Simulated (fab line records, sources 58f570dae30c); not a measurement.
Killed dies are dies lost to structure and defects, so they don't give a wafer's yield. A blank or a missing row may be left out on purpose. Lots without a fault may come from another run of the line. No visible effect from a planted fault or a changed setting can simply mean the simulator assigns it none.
Which of the tools did it? + flow berkeley cmos170 + Sampling: 15 lots, 45 wafers, 6 of 331 route steps

== WHAT THE GAUGES SHOWED, per wafer ==
UCB170_NVT_TW_MEAS_09.
| lot  | measured     | on            | NVT_TW      |
|------|--------------|---------------|-------------|
| L373 | day 5 11:10  | film metro-03 | 528 525 525 |
| L372 | day 5 11:26  | film metro-04 | 526 526 526 |
| L375 | day 6 09:31  | film metro-03 | 521 523 521 |
| L379 | day 7 06:58  | film metro-04 | 527 524 528 |
| L383 | day 7 21:16  | film metro-01 | 520 517 518 |
| L384 | day 7 21:26  | film metro-03 | 521 525 520 |
| L386 | day 8 08:22  | film metro-04 | 528 527 526 |
| L385 | day 8 08:46  | film metro-04 | 526 526 525 |
| L388 | day 8 19:23  | film metro-04 | 525 529 529 |
| L390 | day 9 06:58  | film metro-04 | 524 528 524 |
| L389 | day 9 07:14  | film metro-03 | 525 527 525 |
| L391 | day 9 13:41  | film metro-04 | 528 526 529 |
| L393 | day 10 02:44 | film metro-04 | 530 526 523 |
| L394 | day 10 12:28 | film metro-03 | 525 524 525 |
| L395 | day 10 19:40 | film metro-01 | 520 518 516 |

UCB170_PLDD_TW_MEAS_11.
| lot  | measured     | on            | PLDD_TW        |
|------|--------------|---------------|----------------|
| L373 | day 6 01:42  | film metro-02 | 1020 1024 1021 |
| L372 | day 6 01:29  | film metro-02 | 1159 1150 1156 |
| L375 | day 7 01:53  | film metro-03 | 1005 1007 1004 |
| L379 | day 8 03:01  | film metro-03 | 1145 1147 1147 |
| L383 | day 8 12:17  | film metro-03 | 1146 1154 1145 |
| L384 | day 8 12:18  | film metro-02 | 1023 1022 1024 |
| L386 | day 9 04:15  | film metro-03 | 1014 1016 1013 |
| L385 | day 9 04:18  | film metro-02 | 1021 1018 1022 |
| L388 | day 9 14:19  | film metro-01 | 1000 1003 997  |
| L390 | day 10 03:35 | film metro-03 | 1009 1016 1007 |
| L389 | day 10 03:28 | film metro-02 | 1013 1008 1010 |
| L391 | day 10 13:16 | film metro-01 | 1005 1001 1002 |
| L393 | day 10 19:01 | film metro-01 | 996 997 997    |
| L394 | day 11 08:20 | film metro-03 | 1012 1006 1009 |
| L395 | day 11 15:23 | film metro-01 | 990 994 994    |

UCB170_SDANNEAL_RS_MEAS_04: a four-point-probe measurement.
| lot  | measured     | on            | PLDD_RS (ohm/sq)     |
|------|--------------|---------------|----------------------|
| L373 | day 6 16:58  | film metro-02 | 1027.2 1028.3 1032.6 |
| L372 | day 6 16:43  | film metro-03 | 759.5 758.9 759.0    |
| L375 | day 7 14:17  | film metro-03 | 1029.8 1026.5 1030.1 |
| L379 | day 8 14:04  | film metro-01 | 758.7 757.8 756.1    |
| L383 | day 9 00:05  | film metro-01 | 756.6 753.2 758.6    |
| L384 | day 9 00:35  | film metro-03 | 1030.3 1032.1 1031.9 |
| L386 | day 9 19:16  | film metro-01 | 1028.8 1027.3 1028.1 |
| L385 | day 9 19:05  | film metro-02 | 1035.9 1034.7 1037.2 |
| L388 | day 10 04:37 | film metro-03 | 1033.1 1028.6 1037.5 |
| L390 | day 10 17:23 | film metro-02 | 1031.1 1029.0 1031.0 |
| L389 | day 10 16:45 | film metro-03 | 1027.0 1029.7 1030.8 |
| L391 | day 11 01:51 | film metro-02 | 1027.2 1026.7 1025.2 |
| L393 | day 11 10:07 | film metro-02 | 1031.6 1032.2 1032.6 |
| L394 | day 11 22:19 | film metro-02 | 1033.2 1034.2 1035.2 |
| L395 | day 12 10:14 | film metro-03 | 1034.4 1031.2 1032.2 |

== TOOL THAT RAN EACH LOT (tool first, then ch and the chambers of the sampled wafers, then the start) ==
| lot  | UCB170_GATE_STRIP_16                 | UCB170_PLDD_IMPLANT_09          | UCB170_NLDD_STRIP_10                 |
|------|--------------------------------------|---------------------------------|--------------------------------------|
| L373 | plasma asher-02 ch 0,1, day 5 22:56  | implanter-03 ch 0, day 6 01:27  | plasma asher-02 ch 0,1, day 6 03:58  |
| L372 | plasma asher-04 ch 0,1, day 5 22:53  | implanter-01 ch 0, day 6 00:49  | plasma asher-03 ch 0,1, day 6 03:50  |
| L375 | plasma asher-03 ch 0,1, day 6 23:47  | implanter-01 ch 0, day 7 01:38  | plasma asher-01 ch 0,1, day 7 04:21  |
| L379 | plasma asher-04 ch 0,1, day 8 00:11  | implanter-01 ch 0, day 8 02:23  | plasma asher-01 ch 0,1, day 8 04:58  |
| L383 | plasma asher-02 ch 0,1, day 8 08:45  | implanter-01 ch 0, day 8 11:43  | plasma asher-03 ch 0,1, day 8 14:27  |
| L384 | plasma asher-04 ch 0,1, day 8 09:10  | implanter-04 ch 0, day 8 12:04  | plasma asher-02 ch 0,1, day 8 13:57  |
| L386 | plasma asher-04 ch 0,1, day 9 01:35  | implanter-03 ch 0, day 9 04:00  | plasma asher-02 ch 0,1, day 9 06:13  |
| L385 | plasma asher-02 ch 0, day 9 01:43    | implanter-01 ch 0, day 9 04:04  | plasma asher-03 ch 0, day 9 06:17    |
| L388 | plasma asher-04 ch 0,1, day 9 12:24  | implanter-03 ch 0, day 9 14:04  | plasma asher-02 ch 1, day 9 15:52    |
| L390 | plasma asher-03 ch 0,1, day 10 01:33 | implanter-04 ch 0, day 10 03:22 | plasma asher-01 ch 0,1, day 10 05:58 |
| L389 | plasma asher-04 ch 1, day 10 01:11   | implanter-03 ch 0, day 10 03:14 | plasma asher-02 ch 0,1, day 10 05:43 |
| L391 | plasma asher-03 ch 0,1, day 10 10:24 | implanter-03 ch 0, day 10 13:01 | plasma asher-03 ch 0,1, day 10 15:08 |
| L393 | plasma asher-03 ch 0,1, day 10 16:56 | implanter-03 ch 0, day 10 18:46 | plasma asher-02 ch 0,1, day 10 20:40 |
| L394 | plasma asher-04 ch 0,1, day 11 06:28 | implanter-03 ch 0, day 11 08:05 | plasma asher-02 ch 0,1, day 11 10:11 |
| L395 | plasma asher-03 ch 0,1, day 11 12:19 | implanter-03 ch 0, day 11 15:10 | plasma asher-03 ch 0,1, day 11 17:48 |
- UCB170_GATE_STRIP_16: strips in O2.
- UCB170_PLDD_IMPLANT_09
- UCB170_NLDD_STRIP_10: strips in O2.

== WHAT THE TOOLS THEMSELVES READ (means of the sampled wafers that have a number; where no wafer has one, the mark that the record gives instead) ==
UCB170_GATE_STRIP_16.
| lot  | tool            | drypump motor current A (A) | oes product au (a.u.) |
|------|-----------------|-----------------------------|-----------------------|
| L373 | plasma asher-02 | 5.4                         | 0.723                 |
| L372 | plasma asher-04 | 5.9                         | 0.729                 |
| L375 | plasma asher-03 | 5.2                         | 0.729                 |
| L379 | plasma asher-04 | 5.9                         | 0.723                 |
| L383 | plasma asher-02 | 5.4                         | 0.724                 |
| L384 | plasma asher-04 | 5.9                         | 0.724                 |
| L386 | plasma asher-04 | 5.8                         | 0.726                 |
| L385 | plasma asher-02 | 4.9                         | 0.725                 |
| L388 | plasma asher-04 | 5.8                         | 0.722                 |
| L390 | plasma asher-03 | 5.3                         | 0.724                 |
| L389 | plasma asher-04 | 5.6                         | 0.723                 |
| L391 | plasma asher-03 | 5.3                         | 0.721                 |
| L393 | plasma asher-03 | 5.2                         | 0.725                 |
| L394 | plasma asher-04 | 6.0                         | 0.729                 |
| L395 | plasma asher-03 | 5.2                         | 0.723                 |

UCB170_PLDD_IMPLANT_09.
| lot  | tool         | faraday current uA |
|------|--------------|--------------------|
| L373 | implanter-03 | 148                |
| L372 | implanter-01 | 157                |
| L375 | implanter-01 | 158                |
| L379 | implanter-01 | 159                |
| L383 | implanter-01 | 159                |
| L384 | implanter-04 | 156                |
| L386 | implanter-03 | 146                |
| L385 | implanter-01 | 160                |
| L388 | implanter-03 | 149                |
| L390 | implanter-04 | 159                |
| L389 | implanter-03 | 145                |
| L391 | implanter-03 | 146                |
| L393 | implanter-03 | 154                |
| L394 | implanter-03 | 149                |
| L395 | implanter-03 | 148                |

UCB170_NLDD_STRIP_10.
| lot  | tool            | drypump motor current A (A) | oes product au (a.u.) | strip time to endpoint s (s) |
|------|-----------------|-----------------------------|-----------------------|------------------------------|
| L373 | plasma asher-02 | 5.5                         | 0.734                 | 21.71                        |
| L372 | plasma asher-03 | 5.2                         | 0.733                 | 21.54                        |
| L375 | plasma asher-01 | 6.2                         | 0.737                 | 21.77                        |
| L379 | plasma asher-01 | 6.2                         | 0.734                 | 21.72                        |
| L383 | plasma asher-03 | 5.2                         | 0.735                 | 21.68                        |
| L384 | plasma asher-02 | 5.5                         | 0.731                 | 21.65                        |
| L386 | plasma asher-02 | 5.4                         | 0.734                 | 21.74                        |
| L385 | plasma asher-03 | 5.2                         | 0.731                 | 21.60                        |
| L388 | plasma asher-02 | 5.7                         | 0.731                 | 21.79                        |
| L390 | plasma asher-01 | 6.2                         | 0.737                 | 21.70                        |
| L389 | plasma asher-02 | 5.4                         | 0.737                 | 21.62                        |
| L391 | plasma asher-03 | 5.2                         | 0.733                 | 21.71                        |
| L393 | plasma asher-02 | 5.2                         | 0.734                 | 21.61                        |
| L394 | plasma asher-02 | 5.2                         | 0.735                 | 21.74                        |
| L395 | plasma asher-03 | 5.3                         | 0.735                 | 21.63                        |

== THE ANSWER, worked out from the rows above alone ==
Rule: the lots themselves supply what counts as usual. The widest of any qualifying gaps counts: lots, ordered by their means at a reading, are off when they make up no more than a third of the lots, leave a main group of 4 or more, and stand apart from it by 3 or more times the standard deviation of that group's means. A main group whose means are all the same, to the digits that the tables above print for the reading, isn't used. A lot without any number at a reading at which 4 lots or more have one is off too. The other lots that the step has rows for count as sound. First the gauges in route order, then the tools' own readings, where a lot's mean is used as printed above. The first step at which some lot is off is used, and at that step the reading that is off furthest; a lot without a number counts as furthest.
Off: L372, L379, L383, seen at UCB170_PLDD_TW_MEAS_11 (PLDD_TW). Main group: mean 1009, sd 9.4.
A tool fits if, at a process step before that reading, it ran every lot that is off, and no sound lot after the first of them. Those tools and the gauges at UCB170_PLDD_TW_MEAS_11 are tried in the same way. Not one of the candidates tried fits.

== WHAT THE SIMULATOR PUT IN ==
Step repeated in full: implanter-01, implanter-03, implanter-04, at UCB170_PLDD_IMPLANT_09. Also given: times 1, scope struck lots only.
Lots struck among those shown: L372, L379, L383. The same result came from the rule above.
